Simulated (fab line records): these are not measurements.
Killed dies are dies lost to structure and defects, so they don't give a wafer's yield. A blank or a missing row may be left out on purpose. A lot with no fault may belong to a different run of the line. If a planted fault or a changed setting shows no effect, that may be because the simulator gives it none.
Struck lot and sound lot, side by side + flow rit_cmos + 25 steps out of a route of 202
Sound: these wafers, L354.1, L354.4, L354.6. The struck wafers were L359.1, L359.2, L359.4. The cause is given at the end.
Per side, at each step with rows, come the tool, then ch with its chambers, and then its first start. Under that, the readings that differ: sound wafers + struck wafers + difference of the means + sigmas: that difference in standard deviations of wafers without a fault.
alike: words and numbers the same on both sides, and readings whose means are apart by under 2 such deviations; not compared: readings that were withheld, readings missing a value for some wafer, numbers with overlapping values and no deviation given by the record, and bounds like >300 which may hide the same value.
The two part at a step that has a row with sigmas, a row that says differs or no value, or rows on one side only. Numbers that don't overlap but have no deviation are shown without sigmas and don't part them. A reading missing from all wafers of one side parts the sides only when that side holds two or more wafers.

first, 1 step without rows for these wafers: RIT_PRETRO_IMPLANT_08.
RIT_PRETRO_STRIP_09: strips in O2, time 180 s.
  sound on plasma_asher-01 ch 0,1, day 4 04:59; struck on plasma_asher-02 ch 0,1, day 5 05:26
  alike: drypump_motor_current_A, o2_flow_sccm
  not compared: rf_hours_counter_h
RIT_PRETRO_TW_MEAS_10:
  sound on film_metro-02 at day 4 05:10; struck on film_metro-02 at day 5 05:37
  alike: PRETRO_TW
then, 5 steps without rows for these wafers: RIT_GATE_WET_ETCH_00 (etches SiO2 in BOE, target depth 56 nm, time 60 s); RIT_GATE_CLEAN_01 (cleans in SC1, time 600 s); RIT_GATE_CLEAN_02 (cleans in dHF, time 30 s); RIT_GATE_CLEAN_03 (cleans in SC2, time 600 s); RIT_GATE_CLEAN_04 (cleans in dHF, time 60 s).
RIT_FOX2_THK_MEAS_91:
  sound on film_metro-03 at day 4 05:50; struck on film_metro-01 at day 5 06:06
  alike: FIELD_OXIDE_LEFT_2_THK
then, 2 steps without rows for these wafers: RIT_GATE_OXIDATION_05 (target thk 3 nm, ox time 270 s); RIT_GATE_ANNEAL_06 (time 600 s).
RIT_GATE_THK_MEAS_07:
  sound on film_metro-04 at day 4 07:47; struck on film_metro-04 at day 5 07:29
  alike: GATE_OXIDE_THK
RIT_GATE_CVD_08: deposits poly-Si from SiH4, target thk 250 nm, time 2220 s.
  sound on lpcvd-01 ch 0, day 4 07:51; struck on lpcvd-01 ch 1, day 5 07:32
| reading                                  | sound                | struck               | difference | sigmas |
|------------------------------------------|----------------------|----------------------|------------|--------|
| spike_tc_centre_C (C)                    | 612.6 612.7 612.4    | 629.1 629.7 626.3    | +15.8      | +14    |
| spike_tc_load_C (C)                      | 631.2 630.7 629.8    | 650.2 648.4 649.6    | +18.8      | +8     |
| spike_tc_source_C (C)                    | 627 626 625          | 645 645 644          | +19        | +5     |
| susceptor_temp_C (C)                     | 609.98 609.14 610.00 | 625.08 625.29 625.31 | +15.52     | +55    |
| model.poly-Si_of_GATE_CVD_08.thk_nm (nm) | 247.6 247.8 248.7    | 352.7 352.1 351.7    | +104.1     |        |
  alike: zone_power_centre_pct
RIT_GATE_THK_MEAS_09:
  sound on film_metro-01 at day 4 09:28; struck on film_metro-03 at day 5 09:10
| reading            | sound             | struck            | difference | sigmas |
|--------------------|-------------------|-------------------|------------|--------|
| GATE_POLY_THK (nm) | 247.5 247.8 248.8 | 352.7 352.1 351.6 | +104.1     | +43    |
then, 6 steps without rows for these wafers: RIT_GATE_HMDS_10 (prime time 60 s); RIT_GATE_COAT_11 (resist thk 855.5 nm); RIT_GATE_SOFTBAKE_12 (time 60 s); RIT_GATE_EXPOSE_13 (exposes mask M6, target cd 150 nm); RIT_GATE_PEB_14; RIT_GATE_DEVELOP_15 (develop time 50 s).
RIT_GATE_CD_MEAS_16: the cd target is 150 nm.
  sound on cd_sem-02 at day 4 10:22; struck on cd_sem-02 at day 5 10:11
  alike: cd_nm
RIT_GATE_OVL_MEAS_17:
  sound on overlay-02 at day 4 10:29; struck on overlay-01 at day 5 10:19
  alike: GATE_OVL
then, 1 step without rows for these wafers: RIT_GATE_HARDBAKE_18 (time 60 s).
RIT_GATE_ETCH_19: etches poly-Si in SF6/CHF3/O2, stops on SiO2, time 165 s, target depth 312.5 nm.
  sound on rie_si-01 ch 1,2,3, day 4 10:41; struck on rie_si-02 ch 1,2,3, day 5 10:30
| reading                          | sound             | struck            | difference | sigmas |
|----------------------------------|-------------------|-------------------|------------|--------|
| oes_product_au (a.u.)            | 0.854 0.841 0.841 | 1.006 0.991 1.014 | +0.158     | +18    |
| model.etch.depth_nm (nm)         | 247.6 247.8 248.7 | 315.4 312.1 315.7 | +66.4      |        |
| model.GATE.feature_depth_nm (nm) | 247.6 247.8 248.7 | 315.4 312.1 315.7 | +66.4      |        |
  alike: drypump_motor_current_A, throttle_valve_pct
  not compared: rf_hours_counter_h
RIT_GATE_STRIP_20: strips in O2, time 180 s.
  sound on plasma_asher-01 ch 0,1, day 4 10:47; struck on plasma_asher-01 ch 0,1, day 5 10:37
| reading             | sound          | struck         | difference | sigmas |
|---------------------|----------------|----------------|------------|--------|
| o2_flow_sccm (sccm) | 3960 3995 3991 | 4003 4001 4024 | +27        | +2     |
  alike: drypump_motor_current_A
  not compared: rf_hours_counter_h

## WHERE THEY PART
At RIT_GATE_CVD_08 first; at RIT_GATE_STRIP_20 last (within this record only).

WHY: the cause the simulator had injected
lpcvd-01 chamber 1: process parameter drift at RIT_GATE_CVD_08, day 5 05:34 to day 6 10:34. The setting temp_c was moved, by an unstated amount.
